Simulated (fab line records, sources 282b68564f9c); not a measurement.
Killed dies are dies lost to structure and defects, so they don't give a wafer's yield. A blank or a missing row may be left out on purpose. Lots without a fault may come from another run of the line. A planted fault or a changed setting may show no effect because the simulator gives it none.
A struck lot beside a sound one | flow rit_cmos | 19 steps out of a route of 202
Sound: wafers L171.1, L171.2, L171.6. Struck: wafers L178.2, L178.4, L178.6. The cause comes at the end.
At each step with rows: each side's tool, then ch and its chambers, then its first start. Under that, the readings that differ: sound wafers | struck wafers | difference of the means | sigmas: that difference in standard deviations of wafers without a fault.
alike: readings whose means differ by less than 2 such deviations, and words and numbers that are the same on both sides. not compared: withheld readings, readings that some wafer has no value for, bounds like >300 that may hide the same value, and numbers for which the record gives no deviation and whose values overlap.
The two part at a step that has a row with sigmas, a row that says differs or no value, or rows on one side only. Numbers that don't overlap but have no deviation are shown without sigmas and don't part them. A reading that every wafer of one side lacks parts them only if that side has two wafers or more.

first, 1 step without rows for these wafers: RIT_SILICIDE_WET_ETCH_00 (etches SiO2 in BOE, target depth 14 nm, time 15 s).
RIT_SILICIDE_SPUTTER_01: material Ti, target thk 30 nm, time 240 s.
  sound on pvd_sputter-01, day 4 07:24; struck on pvd_sputter-02, day 5 15:22
  reading                | sound          | struck         | difference | sigmas
  throttle_valve_pct (%) | 31.3 30.4 30.2 | 29.8 27.7 27.7 | -2.2       | -2
RIT_SILICIDE_RS_MEAS_02: measures by four-point-probe.
  sound on film_metro-04, day 4 07:33; struck on film_metro-04, day 5 15:32
  alike: SILICIDE_TI_RS
RIT_SILICIDE_THK_MEAS_03: measures by xrf.
  sound on film_metro-04, day 4 07:40; struck on film_metro-04, day 5 15:39
  alike: SILICIDE_TI_THK
RIT_SILICIDE_RTA_04: time 10 s, ramp up 5 s, ramp down 5 s.
  sound on rtp_anneal-02 ch 0, day 4 07:44; struck on rtp_anneal-02 ch 0, day 5 15:43
  alike: wafer_temp_C_max
then, 1 step without rows for these wafers: RIT_SILICIDE_WET_ETCH_05 (etches Ti in SPM, time 120 s).
RIT_SILICIDE_RTA_06: time 10 s, ramp up 5 s, ramp down 10 s.
  sound on rtp_anneal-01 ch 0, day 4 07:50; struck on rtp_anneal-01 ch 0, day 5 15:49
  alike: wafer_temp_C_max
RIT_CONTACT_CVD_00: deposits SiO2 from TEOS, target thk 400 nm, time 61 s.
  sound on pecvd-01 ch 0,2, day 4 07:54; struck on pecvd-04 ch 0,2, day 5 15:52
  alike: heater_power_w, rf_fwd_power_W
RIT_CONTACT_THK_MEAS_01:
  sound on film_metro-04, day 4 07:58; struck on film_metro-04, day 5 15:56
  alike: CONTACT_TEOS_THK
then, 3 steps without rows for these wafers: RIT_CONTACT_HMDS_02 (prime time 60 s); RIT_CONTACT_COAT_03 (resist thk 1000 nm); RIT_CONTACT_SOFTBAKE_04 (time 60 s).
RIT_CONTACT_EXPOSE_05: exposes mask M11, target cd 1000 nm.
  sound on iline_stepper-01 ch 0, day 4 08:35; struck on iline_stepper-01 ch 0, day 5 16:27
  reading                         | sound                   | struck               | difference | sigmas
  model.CONTACT.overlay_x_nm (nm) | -0.2393 -0.2393 -0.2393 | -149.4 -149.4 -149.4 | -149.2     |
  alike: mask
then, 2 steps without rows for these wafers: RIT_CONTACT_PEB_06; RIT_CONTACT_DEVELOP_07 (develop time 120 s).
RIT_CONTACT_CD_MEAS_08: target cd 1000 nm.
  sound on cd_sem-01, day 4 09:07; struck on cd_sem-02, day 5 16:58
  alike: cd_nm
RIT_CONTACT_OVL_MEAS_09:
  sound on overlay-02, day 4 09:14; struck on overlay-02, day 5 17:04
  reading          | sound         | struck               | difference | sigmas
  CONTACT_OVL (nm) | 0.8 -1.0 -1.4 | -147.7 -149.1 -149.9 | -148.4     | -87
then, 1 step without rows for these wafers: RIT_CONTACT_HARDBAKE_10 (time 60 s).
RIT_M1_PROBE_99:
  sound on prober-02, day 4 14:29; struck on prober-01, day 5 22:14
  reading                                    | sound             | struck            | difference | sigmas
  model.etest.contact_to_gate.bv_right_v (V) | 94.54 92.21 96.51 | 164.9 164.8 167.3 | +71.2      |
  model.etest.contact_to_gate.bv_left_v (V)  | 93.22 93.51 91.5  | 17.54 16.33 14.36 | -76.67     |
  alike: killed_at_contacts, killed_at_front_end, killed_dies, killed_on_rim, killed_open, killed_short

WHERE THEY PART
First at RIT_SILICIDE_SPUTTER_01; last, within this record, at RIT_CONTACT_OVL_MEAS_09. Later steps at which nothing parts them and some readings are alike: RIT_M1_PROBE_99.

WHY: what the simulator had put in
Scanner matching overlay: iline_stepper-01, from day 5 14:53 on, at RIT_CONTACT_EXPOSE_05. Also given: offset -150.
